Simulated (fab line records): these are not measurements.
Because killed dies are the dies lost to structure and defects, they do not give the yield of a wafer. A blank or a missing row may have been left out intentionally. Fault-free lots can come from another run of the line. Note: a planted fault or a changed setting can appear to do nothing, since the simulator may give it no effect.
What tool caused it? | flow berkeley-cmos170 | 21 wafers from 7 lots sampled at 3 of the route's 331 steps

== WHAT EACH GAUGE READ, for each wafer ==
UCB170_M2_RS_MEAS_02: a four-point-probe measurement.
lot  | measured     | on            | M2_AL_RS (ohm/sq)
L187 | day 7 16:50  | film-metro-04 | 0.0324 0.0325 0.0332
L190 | day 8 06:20  | film-metro-03 | 0.0321 0.0323 0.0327
L194 | day 9 04:29  | film-metro-03 | 0.0160 0.0158 0.0160
L202 | day 10 07:13 | film-metro-03 | 0.0164 0.0160 0.0163
L204 | day 11 04:53 | film-metro-03 | 0.0330 0.0328 0.0328
L206 | day 11 06:19 | film-metro-02 | 0.0323 0.0320 0.0320
L209 | day 11 21:45 | film-metro-02 | 0.0325 0.0329 0.0330

== TOOL THAT RAN EACH LOT (tool first, then ch and the chambers of the sampled wafers, then the start) ==
lot  | UCB170_M1_STRIP_13                   | UCB170_M2_SPUTTER_01
L187 | plasma-asher-02 ch 0,1, day 7 09:38  | pvd-sputter-03, day 7 16:44
L190 | plasma-asher-02 ch 0,1, day 7 22:01  | pvd-sputter-03, day 8 06:14
L194 | plasma-asher-03 ch 0,1, day 8 15:35  | pvd-sputter-02, day 9 00:22
L202 | plasma-asher-02 ch 0,1, day 10 01:31 | pvd-sputter-04, day 10 06:53
L204 | plasma-asher-01 ch 0,1, day 10 20:14 | pvd-sputter-03, day 11 04:48
L206 | plasma-asher-02 ch 0,1, day 10 22:50 | pvd-sputter-04, day 11 06:11
L209 | plasma-asher-01 ch 0,1, day 11 14:56 | pvd-sputter-04, day 11 21:40
- UCB170_M1_STRIP_13: strips in O2.
- UCB170_M2_SPUTTER_01: material Al, target thk 900 nm, time 120 s.

== THE ANSWER, worked out from the rows above alone ==
Rule: usual is defined by the lots themselves. The widest of any qualifying gaps counts: lots, ordered by their means at a reading, are off when they make up no more than a third of the lots, leave a main group of 4 or more, and stand apart from it by 3 or more times the standard deviation of that group's means. Not used: any main group whose means are identical at the precision the tables above print for the reading. A lot without any number at a reading at which 4 lots or more have one is off too. All remaining lots with rows at the step are treated as sound.
Off: at UCB170_M2_RS_MEAS_02 (M2_AL_RS), L194, L202. The main group has a mean of 0.0326 ohm/sq with a standard deviation of 0.00029.
If a tool, at a process step before that reading, ran all the lots that are off and no sound lot after the first of them, it fits. Those tools and the gauges at UCB170_M2_RS_MEAS_02 are tried in the same way. None of those tried fits.

== WHAT WAS PUT IN BY THE SIMULATOR ==
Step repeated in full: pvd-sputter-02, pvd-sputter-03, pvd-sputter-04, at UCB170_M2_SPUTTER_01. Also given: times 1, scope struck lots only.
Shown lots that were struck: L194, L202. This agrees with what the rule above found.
